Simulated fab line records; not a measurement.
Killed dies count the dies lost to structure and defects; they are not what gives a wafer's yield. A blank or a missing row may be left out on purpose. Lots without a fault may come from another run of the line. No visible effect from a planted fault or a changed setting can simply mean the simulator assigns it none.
The tool behind it: which one? -- flow berkeleyCmos170 -- Sampling: 14 lots, 42 wafers, 2 of 331 route steps

== WHAT EACH GAUGE READ, for each wafer ==
UCB170_GATE_CD_MEAS_12: target cd 350 nm. Usual: cdNm 350.3 nm, standard deviation 1.4.
lot,measured,on,cdNm (nm),flag
L963,day 5 23:18,cdSem-02,350.9 348.9 350.2,
L964,day 6 07:35,cdSem-02,349.6 349.2 349.7,
L966,day 6 19:26,cdSem-01,349.1 351.0 350.2,
L967,day 6 19:43,cdSem-01,351.2 350.3 351.5,
L968,day 6 19:25,cdSem-02,348.9 349.0 348.8,
L965,day 6 22:49,cdSem-01,348.1 348.4 349.0,
L971,day 7 23:28,cdSem-02,353.0 350.9 352.7,
L972,day 7 23:43,cdSem-02,359.5 358.1 358.5,OFF
L977,day 9 01:40,cdSem-02,354.2 355.1 355.3,OFF
L979,day 9 05:12,cdSem-01,351.5 351.8 351.5,
L980,day 9 13:11,cdSem-01,349.3 349.1 350.6,
L983,day 10 04:02,cdSem-02,349.4 350.9 350.1,
L984,day 10 06:49,cdSem-01,351.6 350.9 351.4,
L985,day 10 15:01,cdSem-02,348.9 350.4 350.3,

== WHICH TOOL RAN EACH LOT (tool, then ch and the chambers of the sampled wafers, then the start) ==
lot,UCB170_GATE_COAT_07
L963,"lithoTrack-02 ch 0, day 5 22:00"
L964,"lithoTrack-02 ch 0, day 6 06:00"
L966,"lithoTrack-01 ch 0, day 6 18:00"
L967,"lithoTrack-03 ch 0, day 6 18:00"
L968,"lithoTrack-02 ch 0, day 6 18:00"
L965,"lithoTrack-01 ch 0, day 6 22:00"
L971,"lithoTrack-01 ch 0, day 7 22:00"
L972,"lithoTrack-03 ch 0, day 7 22:00"
L977,"lithoTrack-03 ch 0, day 9 00:00"
L979,"lithoTrack-01 ch 0, day 9 04:00"
L980,"lithoTrack-02 ch 0, day 9 11:00"
L983,"lithoTrack-01 ch 0, day 10 02:00"
L984,"lithoTrack-01 ch 0, day 10 06:00"
L985,"lithoTrack-01 ch 0, day 10 13:00"
- UCB170_GATE_COAT_07: resist thk 900 nm.

== WHAT THE TOOLS THEMSELVES READ (means of the sampled wafers that have a number; where no wafer has one, the mark that the record gives instead) ==
UCB170_GATE_COAT_07. Usual: exhaustPa 45.1 Pa, standard deviation 0.73.
lot,tool,exhaustPa (Pa),flag
L963,lithoTrack-02,45.6,
L964,lithoTrack-02,44.5,
L966,lithoTrack-01,45.6,
L967,lithoTrack-03,46.0,
L968,lithoTrack-02,44.9,
L965,lithoTrack-01,44.8,
L971,lithoTrack-01,45.0,
L972,lithoTrack-03,45.5,
L977,lithoTrack-03,44.8,
L979,lithoTrack-01,46.0,
L980,lithoTrack-02,45.0,
L983,lithoTrack-01,44.9,
L984,lithoTrack-01,44.8,
L985,lithoTrack-01,45.2,

== THE ANSWER, worked out from the rows above alone ==
Rule: take the mean of a lot's wafers that have a number; if it is more than 3 standard deviations from the usual mean, the lot is off. Also off: a lot with no number at a reading for which 4 or more lots have one. All remaining lots with rows at the step are treated as sound. First the gauges in route order, then the tools' own readings, where a lot's mean is used as printed above. At the first step where some lot is off, the reading lying furthest off is the one used; lots without a number count as furthest.
Off: L972, L977, at UCB170_GATE_CD_MEAS_12 (cdNm).
If a tool, at a process step before that reading, ran all the lots that are off and no sound lot after the first of them, it fits. Those tools and the gauges at UCB170_GATE_CD_MEAS_12 are tried in the same way. One candidate fits, namely lithoTrack-03 at UCB170_GATE_COAT_07. Its last sound lot is L967 (day 6 18:00), its first lot that is off L972 (day 7 22:00): a fault that began between those two fits.

== WHAT WAS PUT IN BY THE SIMULATOR ==
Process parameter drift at UCB170_GATE_COAT_07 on lithoTrack-03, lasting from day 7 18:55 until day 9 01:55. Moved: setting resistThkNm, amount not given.
Struck lots among those shown: L972, L977. The rule above found the same.
